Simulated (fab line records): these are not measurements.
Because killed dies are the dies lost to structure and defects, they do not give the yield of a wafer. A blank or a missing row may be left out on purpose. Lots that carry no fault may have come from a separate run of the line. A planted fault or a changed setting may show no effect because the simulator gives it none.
Chamber matching | flow berkeleyCmos170 | UCB170_GATE_ETCH_14 on rieDiel-04: 4 sister chambers
The step etches BARC in N2/H2. 4 wafers are shown with their chamber, then 7 later ones without.

WAFERS WITH THEIR CHAMBER
wafer  | chamber | throttleValvePct (%)
L670.2 | 3       | 13.55
L673.2 | 1       | 13.20
L678.1 | 0       | 13.15
L678.2 | 2       | 13.34

WAFERS WITHOUT THEIR CHAMBER
wafer  | throttleValvePct (%)
L678.6 | 13.36
L689.2 | 13.15
L689.4 | 13.55
L689.5 | 13.14
L690.1 | 13.53
L690.2 | 13.13
L690.6 | 13.18

EACH ONE'S CHAMBER
wafer  | from the rows above     | in truth
L678.6 | 2                       | 2
L689.2 | 0                       | 0
L689.4 | 3                       | 3
L689.5 | 0                       | 0
L690.1 | 3                       | 3
L690.2 | 0                       | 0
L690.6 | can't be placed: 1 or 0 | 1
Correctly placed: 6 of 7. Can't be placed from these rows: 1 (the true chamber is among the candidates in 1). Wrongly placed: 0.
How it was worked out, from the rows above alone: a wafer's distance from a chamber is the root of the sum, over the readings, of the square of ((its reading less the chamber's mean) divided by the reading's scatter). If the next closest chamber is less than 2 further off than the closest, the wafer can't be placed; otherwise it belongs to the closest. Each chamber's mean is taken over the wafers shown for it. The scatter (one wafer shown for each chamber): square how far every hidden wafer sits from the nearest shown wafer, average those squares and take the square root.
